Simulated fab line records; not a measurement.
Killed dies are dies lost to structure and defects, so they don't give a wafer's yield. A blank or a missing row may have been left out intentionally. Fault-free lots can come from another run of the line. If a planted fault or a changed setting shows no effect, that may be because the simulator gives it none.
Chamber matching -- flow berkeley_cmos170 -- UCB170_V2_CMP_02 on cmp-01 has 4 sister chambers
The step polishes SiO2. 14 wafers are shown with their chamber, then 7 later ones without.

== WAFERS PAIRED WITH THEIR CHAMBERS ==
wafer,chamber,motor_current_A (A),edge_zone_pressure_frac
L533.2,3,13.3,1.008
L533.5,2,15.4,1.004
L533.6,1,15.5,1.001
L534.1,1,15.2,1.002
L534.3,3,14.4,1.004
L534.6,2,15.7,1.000
L537.1,2,15.5,1.000
L537.4,0,16.4,0.997
L537.5,2,15.8,0.997
L538.1,0,16.7,0.988
L538.4,2,15.4,1.000
L538.6,2,15.5,1.003
L539.3,1,15.1,0.997
L539.4,2,15.3,1.000

SIGNATURES (means of the wafers above)
reading,chamber 0,chamber 1,chamber 2,chamber 3,scatter within a chamber
motor_current_A,16.550,15.267,15.514,13.850,0.304
edge_zone_pressure_frac,0.99250,1.00000,1.00057,1.00600,0.00307
Rule: a wafer lies at a distance from a chamber equal to the root of the sum of squares, over the readings, of (its reading less the chamber's mean, divided by the reading's scatter). The wafer belongs to the nearest chamber; if the next one is less than 2 further off, it can't be placed. The scatter is the square root of a quotient: the sum, over the shown wafers, of each reading's squared deviation from its chamber's mean, divided by wafers minus chambers.

== WAFERS MISSING THEIR CHAMBER ==
wafer,motor_current_A (A),edge_zone_pressure_frac
L539.6,13.9,1.002
L543.2,14.9,0.989
L543.4,13.8,1.002
L543.5,13.0,1.005
L546.1,16.6,1.008
L546.2,15.4,0.998
L546.3,15.2,0.998

== THE CHAMBER EACH PASSED THROUGH ==
wafer,from the rows above,in truth
L539.6,3,3
L543.2,can't be placed: 1 or 2 or 0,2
L543.4,3,3
L543.5,3,3
L546.1,can't be placed: 2 or 0 or 1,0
L546.2,can't be placed: 1 or 2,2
L546.3,can't be placed: 1 or 2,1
Correct placement for 3 of the 7. Can't be placed from these rows: 4 (the true chamber is among the candidates in 4). Number placed wrongly: 0.
